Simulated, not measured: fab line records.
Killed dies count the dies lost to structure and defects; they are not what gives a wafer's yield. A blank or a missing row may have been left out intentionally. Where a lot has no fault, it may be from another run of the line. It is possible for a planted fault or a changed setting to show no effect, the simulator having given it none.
fab line records :: flow berkeley-cmos170
record:
  lots: 14
  wafers: 42
  last-day: 12
route steps=331 shown NLDD@167
lots that met no fault: taken from a fault-free run of the same line
start-h: hours from the record's opening day to when the first of the lot's shown wafers began :: wait-h: how many hours have passed since the lot's step before this one :: " identical to the entry in the row above :: L1.1+2: a row that stands for several wafers :: - value missing, or start not given :: * or withheld: withheld :: < > ~ a bound
route shown NAME@n: names a module that has steps shown in the file, with the first one's number in the route :: usual: average and standard deviation across the fault-free wafers :: same: alike in all rows :: chamber/n: place in a boat :: sites: per-site readings :: _std_site: the standard deviation of these :: _edge_site: mean of outer sites minus mean of inner sites :: radius-mm: how far each site lies from the wafer's centre :: mask NAME#n: copy n :: behind: the last tool/chamber to shape the wafer :: hold: the reason the lot was held/the length of the hold in hours/how it ended :: device: whichever transistor did not switch (one of n, p or np) :: end of line: tests of these same wafers at the route's end :: step lacking rows: just its recipe :: killed: dies that structure and defects cost at the first sort, which is not the same as the wafer's yield :: map: dies across one wafer; x = killed, . = not, _ = none there
set.NAME: the run value of the setting; set.NAME@STEP: its run value at that earlier step :: model.NAME: the simulator's own value behind a step, which no gauge read
steps of the route over a sample of lots; a table a step, a row a wafer
services: when a tool's chamber went out of use (start-h, in hours from the record's first day, below 0 if earlier), for how many hours, and the reason
== steps ==
step: UCB170_NLDD_IMPLANT_09
recipe:
  species: As
  dose-cm2: 5e+13
  energy-kev: 30
  tilt-deg: 7
  rotation-deg: 180
usual:
  beam-energy-keV: 29.997/0.0096
  dose-ions-cm2: 5e+13/5e+10
lot.wafer: L773.2
tool: implanter-01
chamber: 0
start-h: 139.92
wait-h: 0.1
beam-energy-keV: 30.002
dose-ions-cm2: 5.001e+13

lot.wafer: L773.4
tool: implanter-01
chamber: 0
start-h: 139.92
wait-h: 0.1
beam-energy-keV: 29.998
dose-ions-cm2: 5.005e+13

lot.wafer: L773.5
tool: implanter-01
chamber: 0
start-h: 139.92
wait-h: 0.1
beam-energy-keV: 30.002
dose-ions-cm2: 5.001e+13

lot.wafer: L775.1
tool: implanter-03
chamber: 0
start-h: 168.34
wait-h: 0.1
beam-energy-keV: 30.003
dose-ions-cm2: 5.004e+13

lot.wafer: L775.3
tool: implanter-03
chamber: 0
start-h: 168.34
wait-h: 0.1
beam-energy-keV: 29.998
dose-ions-cm2: 5.01e+13

lot.wafer: L775.4
tool: implanter-03
chamber: 0
start-h: 168.34
wait-h: 0.1
beam-energy-keV: 30.012
dose-ions-cm2: 5.012e+13

lot.wafer: L778.1
tool: implanter-01
chamber: 0
start-h: 168.77
wait-h: 0.1
beam-energy-keV: 29.994
dose-ions-cm2: 5.003e+13

lot.wafer: L778.3
tool: implanter-01
chamber: 0
start-h: 168.77
wait-h: 0.1
beam-energy-keV: 29.990
dose-ions-cm2: 5.002e+13

lot.wafer: L778.5
tool: implanter-01
chamber: 0
start-h: 168.77
wait-h: 0.1
beam-energy-keV: 29.998
dose-ions-cm2: 5.001e+13

lot.wafer: L776.1
tool: implanter-01
chamber: 0
start-h: 169.32
wait-h: 0.1
beam-energy-keV: 29.993
dose-ions-cm2: 4.998e+13

lot.wafer: L776.2
tool: implanter-01
chamber: 0
start-h: 169.32
wait-h: 0.1
beam-energy-keV: 29.982
dose-ions-cm2: 5e+13

lot.wafer: L776.3
tool: implanter-01
chamber: 0
start-h: 169.32
wait-h: 0.1
beam-energy-keV: 29.993
dose-ions-cm2: 4.998e+13

lot.wafer: L777.1
tool: implanter-03
chamber: 0
start-h: 169.87
wait-h: 0.1
beam-energy-keV: 30.007
dose-ions-cm2: 4.997e+13

lot.wafer: L777.4
tool: implanter-03
chamber: 0
start-h: 169.87
wait-h: 0.1
beam-energy-keV: 29.999
dose-ions-cm2: 4.999e+13

lot.wafer: L777.5
tool: implanter-03
chamber: 0
start-h: 169.87
wait-h: 0.1
beam-energy-keV: 30.001
dose-ions-cm2: 4.997e+13

lot.wafer: L779.1
tool: implanter-03
chamber: 0
start-h: 190.33
wait-h: 0.1
beam-energy-keV: 30.002
dose-ions-cm2: 5.004e+13

lot.wafer: L779.4
tool: implanter-03
chamber: 0
start-h: 190.33
wait-h: 0.1
beam-energy-keV: 29.998
dose-ions-cm2: 4.998e+13

lot.wafer: L779.6
tool: implanter-03
chamber: 0
start-h: 190.33
wait-h: 0.1
beam-energy-keV: 29.996
dose-ions-cm2: 4.996e+13

lot.wafer: L780.1
tool: implanter-01
chamber: 0
start-h: 190.78
wait-h: 0.1
beam-energy-keV: 30.007
dose-ions-cm2: 4.998e+13

lot.wafer: L780.2
tool: implanter-01
chamber: 0
start-h: 190.78
wait-h: 0.1
beam-energy-keV: 30.015
dose-ions-cm2: 4.992e+13

lot.wafer: L780.3
tool: implanter-01
chamber: 0
start-h: 190.78
wait-h: 0.1
beam-energy-keV: 30.011
dose-ions-cm2: 4.99e+13

lot.wafer: L781.2
tool: implanter-03
chamber: 0
start-h: 197.64
wait-h: 0.1
beam-energy-keV: 29.987
dose-ions-cm2: 4.993e+13

lot.wafer: L781.4
tool: implanter-03
chamber: 0
start-h: 197.64
wait-h: 0.1
beam-energy-keV: 30.004
dose-ions-cm2: 4.994e+13

lot.wafer: L781.6
tool: implanter-03
chamber: 0
start-h: 197.64
wait-h: 0.1
beam-energy-keV: 29.996
dose-ions-cm2: 5e+13

lot.wafer: L783.3
tool: implanter-04
chamber: 0
start-h: 197.94
wait-h: 0.1
beam-energy-keV: 29.997
dose-ions-cm2: 4.997e+13

lot.wafer: L783.4
tool: implanter-04
chamber: 0
start-h: 197.94
wait-h: 0.1
beam-energy-keV: 29.991
dose-ions-cm2: 4.995e+13

lot.wafer: L783.6
tool: implanter-04
chamber: 0
start-h: 197.94
wait-h: 0.1
beam-energy-keV: 30.001
dose-ions-cm2: 5e+13

lot.wafer: L789.3
tool: implanter-01
chamber: 0
start-h: 223.98
wait-h: 0.1
beam-energy-keV: 30.005
dose-ions-cm2: 5.003e+13

lot.wafer: L789.5
tool: implanter-01
chamber: 0
start-h: 223.98
wait-h: 0.1
beam-energy-keV: 30.002
dose-ions-cm2: 4.995e+13

lot.wafer: L789.6
tool: implanter-01
chamber: 0
start-h: 223.98
wait-h: 0.1
beam-energy-keV: 30.005
dose-ions-cm2: 5.003e+13

lot.wafer: L788.2
tool: implanter-04
chamber: 0
start-h: 224.84
wait-h: 0.1
beam-energy-keV: 19.483
dose-ions-cm2: 5.005e+13

lot.wafer: L788.5
tool: implanter-04
chamber: 0
start-h: 224.84
wait-h: 0.1
beam-energy-keV: 19.485
dose-ions-cm2: 4.999e+13

lot.wafer: L788.6
tool: implanter-04
chamber: 0
start-h: 224.84
wait-h: 0.1
beam-energy-keV: 19.515
dose-ions-cm2: 5e+13

lot.wafer: L786.1
tool: implanter-04
chamber: 0
start-h: 225.93
wait-h: 0.1
beam-energy-keV: 19.470
dose-ions-cm2: 5.001e+13

lot.wafer: L786.2
tool: implanter-04
chamber: 0
start-h: 225.93
wait-h: 0.1
beam-energy-keV: 19.480
dose-ions-cm2: 4.999e+13

lot.wafer: L786.6
tool: implanter-04
chamber: 0
start-h: 225.93
wait-h: 0.1
beam-energy-keV: 19.501
dose-ions-cm2: 4.997e+13

lot.wafer: L794.3
tool: implanter-01
chamber: 0
start-h: 252.95
wait-h: 0.1
beam-energy-keV: 30.005
dose-ions-cm2: 4.998e+13

lot.wafer: L794.4
tool: implanter-01
chamber: 0
start-h: 252.95
wait-h: 0.1
beam-energy-keV: 29.991
dose-ions-cm2: 4.992e+13

lot.wafer: L794.6
tool: implanter-01
chamber: 0
start-h: 252.95
wait-h: 0.1
beam-energy-keV: 30.009
dose-ions-cm2: 5.004e+13

lot.wafer: L793.1
tool: implanter-03
chamber: 0
start-h: 253.13
wait-h: 0.1
beam-energy-keV: 30.007
dose-ions-cm2: 4.993e+13

lot.wafer: L793.3
tool: implanter-03
chamber: 0
start-h: 253.13
wait-h: 0.1
beam-energy-keV: 29.991
dose-ions-cm2: 4.998e+13

lot.wafer: L793.6
tool: implanter-03
chamber: 0
start-h: 253.13
wait-h: 0.1
beam-energy-keV: 30.009
dose-ions-cm2: 4.999e+13
step: UCB170_NLDD_TW_MEAS_11
usual:
  NLDD_TW: 2222/24
lot.wafer: L773.2
tool: film-metro-04
chamber: -
start-h: 140.16
wait-h: 0.1
NLDD_TW: 2218

lot.wafer: L773.4
tool: film-metro-04
chamber: -
start-h: 140.16
wait-h: 0.1
NLDD_TW: 2212

lot.wafer: L773.5
tool: film-metro-04
chamber: -
start-h: 140.16
wait-h: 0.1
NLDD_TW: 2206

lot.wafer: L775.1
tool: film-metro-02
chamber: -
start-h: 168.59
wait-h: 0.1
NLDD_TW: 2179

lot.wafer: L775.3
tool: film-metro-02
chamber: -
start-h: 168.59
wait-h: 0.1
NLDD_TW: 2179

lot.wafer: L775.4
tool: film-metro-02
chamber: -
start-h: 168.59
wait-h: 0.1
NLDD_TW: 2171

lot.wafer: L778.1
tool: film-metro-04
chamber: -
start-h: 169.02
wait-h: 0.1
NLDD_TW: 2218

lot.wafer: L778.3
tool: film-metro-04
chamber: -
start-h: 169.02
wait-h: 0.1
NLDD_TW: 2222

lot.wafer: L778.5
tool: film-metro-04
chamber: -
start-h: 169.02
wait-h: 0.1
NLDD_TW: 2226

lot.wafer: L776.1
tool: film-metro-02
chamber: -
start-h: 169.57
wait-h: 0.1
NLDD_TW: 2179

lot.wafer: L776.2
tool: film-metro-02
chamber: -
start-h: 169.57
wait-h: 0.1
NLDD_TW: 2188

lot.wafer: L776.3
tool: film-metro-02
chamber: -
start-h: 169.57
wait-h: 0.1
NLDD_TW: 2179

lot.wafer: L777.1
tool: film-metro-02
chamber: -
start-h: 170.12
wait-h: 0.1
NLDD_TW: 2183

lot.wafer: L777.4
tool: film-metro-02
chamber: -
start-h: 170.12
wait-h: 0.1
NLDD_TW: 2182

lot.wafer: L777.5
tool: film-metro-02
chamber: -
start-h: 170.12
wait-h: 0.1
NLDD_TW: 2174

lot.wafer: L779.1
tool: film-metro-04
chamber: -
start-h: 190.58
wait-h: 0.1
NLDD_TW: 2219

lot.wafer: L779.4
tool: film-metro-04
chamber: -
start-h: 190.58
wait-h: 0.1
NLDD_TW: 2229

lot.wafer: L779.6
tool: film-metro-04
chamber: -
start-h: 190.58
wait-h: 0.1
NLDD_TW: 2223

lot.wafer: L780.1
tool: film-metro-04
chamber: -
start-h: 191.03
wait-h: 0.1
NLDD_TW: 2208

lot.wafer: L780.2
tool: film-metro-04
chamber: -
start-h: 191.03
wait-h: 0.1
NLDD_TW: 2230

lot.wafer: L780.3
tool: film-metro-04
chamber: -
start-h: 191.03
wait-h: 0.1
NLDD_TW: 2226

lot.wafer: L781.2
tool: film-metro-02
chamber: -
start-h: 197.88
wait-h: 0.1
NLDD_TW: 2201

lot.wafer: L781.4
tool: film-metro-02
chamber: -
start-h: 197.88
wait-h: 0.1
NLDD_TW: 2187

lot.wafer: L781.6
tool: film-metro-02
chamber: -
start-h: 197.88
wait-h: 0.1
NLDD_TW: 2190

lot.wafer: L783.3
tool: film-metro-03
chamber: -
start-h: 198.16
wait-h: 0.1
NLDD_TW: 2233

lot.wafer: L783.4
tool: film-metro-03
chamber: -
start-h: 198.16
wait-h: 0.1
NLDD_TW: 2238

lot.wafer: L783.6
tool: film-metro-03
chamber: -
start-h: 198.16
wait-h: 0.1
NLDD_TW: 2239

lot.wafer: L789.3
tool: film-metro-03
chamber: -
start-h: 224.20
wait-h: 0.1
NLDD_TW: 2243

lot.wafer: L789.5
tool: film-metro-03
chamber: -
start-h: 224.20
wait-h: 0.1
NLDD_TW: 2249

lot.wafer: L789.6
tool: film-metro-03
chamber: -
start-h: 224.20
wait-h: 0.1
NLDD_TW: 2232

lot.wafer: L788.2
tool: film-metro-03
chamber: -
start-h: 225.07
wait-h: 0.1
NLDD_TW: 2116

lot.wafer: L788.5
tool: film-metro-03
chamber: -
start-h: 225.07
wait-h: 0.1
NLDD_TW: 2124

lot.wafer: L788.6
tool: film-metro-03
chamber: -
start-h: 225.07
wait-h: 0.1
NLDD_TW: 2129

lot.wafer: L786.1
tool: film-metro-03
chamber: -
start-h: 226.18
wait-h: 0.1
NLDD_TW: 2127

lot.wafer: L786.2
tool: film-metro-03
chamber: -
start-h: 226.18
wait-h: 0.1
NLDD_TW: 2140

lot.wafer: L786.6
tool: film-metro-03
chamber: -
start-h: 226.18
wait-h: 0.1
NLDD_TW: 2126

lot.wafer: L794.3
tool: film-metro-03
chamber: -
start-h: 253.17
wait-h: 0.1
NLDD_TW: 2243

lot.wafer: L794.4
tool: film-metro-03
chamber: -
start-h: 253.17
wait-h: 0.1
NLDD_TW: 2241

lot.wafer: L794.6
tool: film-metro-03
chamber: -
start-h: 253.17
wait-h: 0.1
NLDD_TW: 2252

lot.wafer: L793.1
tool: film-metro-03
chamber: -
start-h: 253.39
wait-h: 0.1
NLDD_TW: 2249

lot.wafer: L793.3
tool: film-metro-03
chamber: -
start-h: 253.39
wait-h: 0.1
NLDD_TW: 2238

lot.wafer: L793.6
tool: film-metro-03
chamber: -
start-h: 253.39
wait-h: 0.1
NLDD_TW: 2251
== services ==
tool: implanter-01
chamber: -
start-h: 123.05
hours: 0.6
kind: repair

tool: implanter-01
chamber: -
start-h: 172.21
hours: 1.2
kind: repair

tool: implanter-03
chamber: -
start-h: 201.86
hours: 1.8
kind: repair

tool: implanter-03
chamber: -
start-h: 203.61
hours: 3.1
kind: repair

tool: implanter-04
chamber: -
start-h: 212.82
hours: 1.5
kind: repair

tool: implanter-04
chamber: -
start-h: 231.72
hours: 5.1
kind: pm

tool: implanter-04
chamber: -
start-h: 238.11
hours: 1.1
kind: repair

tool: implanter-01
chamber: -
start-h: 249.07
hours: 1.7
kind: repair
== key ==
first-sign:
  step: UCB170_NLDD_IMPLANT_09
  reading: beam-energy-keV
  direction: down
  sigmas: 99+
  usual: 29.997
  struck: 19.489
effect:
  step: UCB170_NLDD_TW_MEAS_11
  reading: NLDD_TW
  direction: down
  sigmas: 4
  usual: 2222
  struck: 2127
met-at UCB170_NLDD_IMPLANT_09
struck-lots L786,L788
tester-left-out L786,L788
onset-between 197.94 224.84
fault:
  kind: process-parameter-drift
  tool: implanter-04
  chamber: -
  onset-h: 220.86
  steps: UCB170_NLDD_IMPLANT_09
  channel: energy-kev
  offset: -10.5
  shape: step
  end-h: 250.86
  acts-in: these-recipes-only
  stated: 30
tester-left-out: of these lots the tester's yield and bins aren't shown, on N5 and GAA mostly nor the transistor test; their killed dies are dies lost to structure and defects alone, not to doping, threshold or leakage, so they don't give the yield
